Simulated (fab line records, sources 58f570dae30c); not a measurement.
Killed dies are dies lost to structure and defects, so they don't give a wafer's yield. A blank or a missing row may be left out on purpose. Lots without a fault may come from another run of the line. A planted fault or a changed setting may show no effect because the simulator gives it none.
Which tool did it? | flow berkeley_cmos170 | 15 lots, 45 wafers sampled, at 7 steps of a route of 331

WHAT THE GAUGES READ, wafer by wafer
UCB170_SACOX_THK_MEAS_02.
lot  | measured     | on            | SACOX_OXIDE_THK (nm)
L308 | day 6 19:58  | film_metro-03 | 14.31 14.58 14.52
L309 | day 7 05:17  | film_metro-02 | 14.15 14.26 14.08
L310 | day 7 05:18  | film_metro-03 | 14.20 14.38 14.19
L313 | day 7 16:49  | film_metro-02 | 14.06 14.32 14.09
L312 | day 7 16:49  | film_metro-04 | 14.30 14.51 14.40
L311 | day 7 16:50  | film_metro-03 | 14.18 14.25 14.22
L315 | day 8 04:55  | film_metro-04 | 14.35 14.32 14.51
L316 | day 8 04:57  | film_metro-03 | 13.95 13.91 13.86
L314 | day 8 05:01  | film_metro-03 | 14.04 14.02 13.94
L318 | day 8 05:04  | film_metro-04 | 14.07 13.99 13.98
L321 | day 9 05:52  | film_metro-04 | 14.41 14.67 14.59
L325 | day 9 05:52  | film_metro-02 | 14.40 14.59 14.27
L322 | day 9 05:56  | film_metro-03 | 14.29 14.34 14.06
L326 | day 9 23:43  | film_metro-03 | 14.35 14.39 14.12
L328 | day 10 12:28 | film_metro-02 | 14.17 14.18 14.29

UCB170_GATE_CD_MEAS_12: target cd 350 nm.
lot  | measured     | on        | cd_nm (nm)
L308 | day 7 23:22  | cd_sem-01 | 349.0 349.6 349.5
L309 | day 8 11:40  | cd_sem-01 | 350.8 352.9 352.4
L310 | day 8 11:55  | cd_sem-02 | 349.5 348.4 349.8
L313 | day 8 22:38  | cd_sem-02 | 349.2 351.1 351.2
L312 | day 8 22:11  | cd_sem-02 | 350.3 350.6 351.2
L311 | day 8 22:26  | cd_sem-02 | 351.3 350.8 350.6
L315 | day 9 16:36  | cd_sem-02 | 349.9 348.0 348.6
L316 | day 9 16:42  | cd_sem-02 | 349.6 348.7 349.9
L314 | day 9 16:56  | cd_sem-02 | 350.4 351.4 350.7
L318 | day 9 17:22  | cd_sem-02 | 352.6 351.2 352.6
L321 | day 10 19:37 | cd_sem-02 | 352.4 351.6 353.2
L325 | day 10 19:38 | cd_sem-01 | 349.4 350.6 348.8
L322 | day 10 19:29 | cd_sem-01 | 352.8 351.4 350.4
L326 | day 11 04:26 | cd_sem-02 | 352.4 351.2 352.0
L328 | day 11 20:04 | cd_sem-02 | 351.8 352.0 352.2

UCB170_PSD_TW_MEAS_10.
lot  | measured     | on            | PSD_TW
L308 | day 8 11:23  | film_metro-03 | 2309 2318 2310
L309 | day 9 00:31  | film_metro-01 | 2358 2357 2355
L310 | day 9 00:48  | film_metro-04 | 2374 2381 2373
L313 | day 9 13:37  | film_metro-03 | 2313 2316 2308
L312 | day 9 13:08  | film_metro-01 | 2343 2352 2342
L311 | day 9 13:16  | film_metro-03 | 2323 2332 2320
L315 | day 10 03:10 | film_metro-03 | 2321 2325 2333
L316 | day 10 06:52 | film_metro-03 | 2337 2324 2315
L314 | day 10 06:31 | film_metro-04 | 2360 2356 2370
L318 | day 10 06:47 | film_metro-04 | 2371 2381 2379
L321 | day 11 08:44 | film_metro-04 | 2350 2351 2366
L325 | day 11 09:17 | film_metro-01 | 2193 2197 2195
L322 | day 11 08:21 | film_metro-01 | 2193 2195 2206
L326 | day 11 20:05 | film_metro-04 | 2207 2204 2203
L328 | day 12 10:55 | film_metro-01 | 2358 2346 2355

UCB170_SDANNEAL_RS_MEAS_02: measures by four-point-probe.
lot  | measured     | on            | PSD_RS (ohm/sq)
L308 | day 8 18:15  | film_metro-04 | 75.7 75.5 76.0
L309 | day 9 06:34  | film_metro-04 | 75.6 75.5 75.6
L310 | day 9 06:55  | film_metro-01 | 75.2 75.5 75.5
L313 | day 9 16:58  | film_metro-03 | 76.1 75.9 76.6
L312 | day 9 16:20  | film_metro-03 | 75.1 75.4 75.4
L311 | day 9 16:37  | film_metro-04 | 75.1 75.3 75.3
L315 | day 10 10:26 | film_metro-01 | 75.5 75.3 75.7
L316 | day 10 11:13 | film_metro-04 | 75.5 75.7 75.7
L314 | day 10 10:44 | film_metro-04 | 75.8 75.9 75.9
L318 | day 10 11:11 | film_metro-03 | 75.4 75.4 75.7
L321 | day 11 14:19 | film_metro-03 | 75.5 75.7 75.5
L325 | day 11 15:29 | film_metro-04 | 89.0 89.0 88.7
L322 | day 11 13:58 | film_metro-01 | 88.3 88.5 88.0
L326 | day 12 01:23 | film_metro-03 | 87.7 87.5 87.4
L328 | day 12 15:24 | film_metro-03 | 75.9 75.7 75.7

WHICH TOOL RAN EACH LOT (tool, then ch and the chambers of the sampled wafers, then the start)
lot  | UCB170_PSD_IMPLANT_08           | UCB170_PSD_STRIP_09                  | UCB170_SDANNEAL_RTA_00
L308 | implanter-01 ch 0, day 8 11:08  | plasma_asher-03 ch 0,1, day 8 11:17  | rtp_anneal-01 ch 0, day 8 18:07
L309 | implanter-03 ch 0, day 9 00:16  | plasma_asher-01 ch 0,1, day 9 00:25  | rtp_anneal-02 ch 0, day 9 06:26
L310 | implanter-02 ch 0, day 9 00:34  | plasma_asher-03 ch 0,1, day 9 00:41  | rtp_anneal-01 ch 0, day 9 06:47
L313 | implanter-03 ch 0, day 9 13:22  | plasma_asher-03 ch 0,1, day 9 13:31  | rtp_anneal-02 ch 0, day 9 16:50
L312 | implanter-02 ch 0, day 9 12:55  | plasma_asher-01 ch 0,1, day 9 13:02  | rtp_anneal-02 ch 0, day 9 16:12
L311 | implanter-01 ch 0, day 9 13:03  | plasma_asher-02 ch 0,1, day 9 13:11  | rtp_anneal-01 ch 0, day 9 16:28
L315 | implanter-01 ch 0, day 10 02:56 | plasma_asher-03 ch 0,1, day 10 03:04 | rtp_anneal-02 ch 0, day 10 10:18
L316 | implanter-01 ch 0, day 10 06:37 | plasma_asher-01 ch 0,1, day 10 06:46 | rtp_anneal-02 ch 0, day 10 10:57
L314 | implanter-02 ch 0, day 10 06:16 | plasma_asher-03 ch 0,1, day 10 06:25 | rtp_anneal-02 ch 0, day 10 10:36
L318 | implanter-03 ch 0, day 10 06:34 | plasma_asher-02 ch 0,1, day 10 06:41 | rtp_anneal-01 ch 0, day 10 10:59
L321 | implanter-01 ch 0, day 11 08:29 | plasma_asher-03 ch 0,1, day 11 08:38 | rtp_anneal-02 ch 0, day 11 14:11
L325 | implanter-03 ch 0, day 11 09:02 | plasma_asher-02 ch 0,1, day 11 09:11 | rtp_anneal-02 ch 0, day 11 15:22
L322 | implanter-03 ch 0, day 11 08:08 | plasma_asher-01 ch 0,1, day 11 08:16 | rtp_anneal-01 ch 0, day 11 13:50
L326 | implanter-03 ch 0, day 11 19:50 | plasma_asher-03 ch 0, day 11 19:59   | rtp_anneal-02 ch 0, day 12 01:16
L328 | implanter-02 ch 0, day 12 10:40 | plasma_asher-01 ch 0,1, day 12 10:48 | rtp_anneal-01 ch 0, day 12 15:16
- UCB170_PSD_IMPLANT_08
- UCB170_PSD_STRIP_09: strips in O2.
- UCB170_SDANNEAL_RTA_00: time 10 s.

WHAT THE TOOLS THEMSELVES READ (means of the sampled wafers that have a number; where no wafer has one, the mark that the record gives instead)
UCB170_PSD_IMPLANT_08.
lot  | tool         | beam_energy_keV | dose_ions_cm2 | faraday_current_uA
L308 | implanter-01 | 19.996          | 2.9995e+15    | 9247
L309 | implanter-03 | 20.001          | 3.0019e+15    | 9389
L310 | implanter-02 | 19.992          | 3.0023e+15    | 9362
L313 | implanter-03 | 20.001          | 2.9980e+15    | 9295
L312 | implanter-02 | 20.004          | 3.0034e+15    | 9255
L311 | implanter-01 | 20.000          | 2.9987e+15    | 9239
L315 | implanter-01 | 19.996          | 2.9996e+15    | 9252
L316 | implanter-01 | 20.002          | 3.0005e+15    | 9380
L314 | implanter-02 | 19.996          | 2.9986e+15    | 9281
L318 | implanter-03 | 20.007          | 2.9967e+15    | 9198
L321 | implanter-01 | 19.990          | 3.0003e+15    | 9043
L325 | implanter-03 | 20.004          | 2.3957e+15    | 7359
L322 | implanter-03 | 20.006          | 2.3917e+15    | 7420
L326 | implanter-03 | 19.995          | 2.3955e+15    | 7526
L328 | implanter-02 | 19.998          | 2.9977e+15    | 9213

UCB170_PSD_STRIP_09.
lot  | tool            | drypump_motor_current_A (A) | o2_flow_sccm (sccm) | oes_product_au (a.u.) | strip_time_to_endpoint_s (s)
L308 | plasma_asher-03 | 6.1                         | 399.3               | 0.600                 | 29.42
L309 | plasma_asher-01 | 5.1                         | 399.7               | 0.600                 | 29.43
L310 | plasma_asher-03 | 6.0                         | 400.0               | 0.600                 | 29.42
L313 | plasma_asher-03 | 5.6                         | 400.4               | 0.603                 | 29.30
L312 | plasma_asher-01 | 5.2                         | 399.7               | 0.598                 | 29.34
L311 | plasma_asher-02 | 5.4                         | 399.1               | 0.599                 | 29.48
L315 | plasma_asher-03 | 6.0                         | 399.9               | 0.602                 | 29.40
L316 | plasma_asher-01 | 5.2                         | 400.4               | 0.599                 | 29.26
L314 | plasma_asher-03 | 6.0                         | 398.7               | 0.593                 | 29.32
L318 | plasma_asher-02 | 5.1                         | 400.6               | 0.597                 | 29.34
L321 | plasma_asher-03 | 5.6                         | 401.1               | 0.602                 | 29.39
L325 | plasma_asher-02 | 5.4                         | 399.8               | 0.632                 | 27.02
L322 | plasma_asher-01 | 5.2                         | 400.2               | 0.630                 | 27.06
L326 | plasma_asher-03 | 5.2                         | 400.1               | 0.631                 | 27.09
L328 | plasma_asher-01 | 5.1                         | 400.8               | 0.599                 | 29.30

UCB170_SDANNEAL_RTA_00.
lot  | tool          | anneal_temp_c_max | lamp_power_pct (%) | wafer_temp_C_max
L308 | rtp_anneal-01 | 906.4             | 22.8               | 905.6
L309 | rtp_anneal-02 | 902.4             | 24.7               | 902.5
L310 | rtp_anneal-01 | 905.6             | 22.8               | 905.3
L313 | rtp_anneal-02 | 901.9             | 24.7               | 902.8
L312 | rtp_anneal-02 | 902.9             | 24.6               | 902.7
L311 | rtp_anneal-01 | 905.7             | 22.8               | 906.2
L315 | rtp_anneal-02 | 901.9             | 24.6               | 902.5
L316 | rtp_anneal-02 | 903.5             | 24.6               | 902.6
L314 | rtp_anneal-02 | 901.8             | 24.7               | 902.2
L318 | rtp_anneal-01 | 907.8             | 22.8               | 905.0
L321 | rtp_anneal-02 | 902.3             | 24.7               | 902.8
L325 | rtp_anneal-02 | 902.1             | 24.7               | 902.2
L322 | rtp_anneal-01 | 907.2             | 22.8               | 905.5
L326 | rtp_anneal-02 | 902.4             | 24.7               | 903.1
L328 | rtp_anneal-01 | 906.4             | 22.8               | 905.4

THE ANSWER, worked out from the rows above alone
Rule: what is usual is taken from the lots themselves. Put in order of their means at a reading, lots are off if they are a third of the lots or fewer, leave a main group of 4 or more, and stand apart from it by a gap of 3 or more times the standard deviation of the main group's means; of several such gaps the widest counts. A main group whose means are all the same, to the digits that the tables above print for the reading, isn't used. A lot without any number at a reading at which 4 lots or more have one is off too. The other lots that the step has rows for count as sound. The gauges are gone through in route order, then the tools' own readings, and for those a lot's mean is taken as printed above. The first step at which some lot is off is used, and at that step the reading that is off furthest; a lot without a number counts as furthest.
Off: L325, L322, L326, at UCB170_PSD_TW_MEAS_10 (PSD_TW). The main group: mean 2344, standard deviation 22.
A tool fits if, at a process step before that reading, it ran every lot that is off, and no sound lot after the first of them. The gauges at UCB170_PSD_TW_MEAS_10 aren't tried: what is off there is off at UCB170_PSD_IMPLANT_08 too, on other tools, and a gauge's error can't cause that. One fits: implanter-03 at UCB170_PSD_IMPLANT_08. Its last sound lot is L318 (day 10 06:34), its first lot that is off L322 (day 11 08:08): a fault that began between those two fits.
The tool's own readings at UCB170_PSD_IMPLANT_08 bear it out: on the lots that are off they differ by more than 5 times the standard deviation of the sound lots' means. dose_ions_cm2 reads 2.3943e+15 there against 2.9998e+15 on the sound lots; faraday_current_uA reads 7435 there against 9263 on the sound lots.

WHAT THE SIMULATOR HAD PUT IN
Process parameter drift: implanter-03, from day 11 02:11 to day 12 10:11, at UCB170_PSD_IMPLANT_08. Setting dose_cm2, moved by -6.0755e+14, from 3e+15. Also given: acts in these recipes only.
Lots struck among those shown: L325, L322, L326. The rule above found the same.
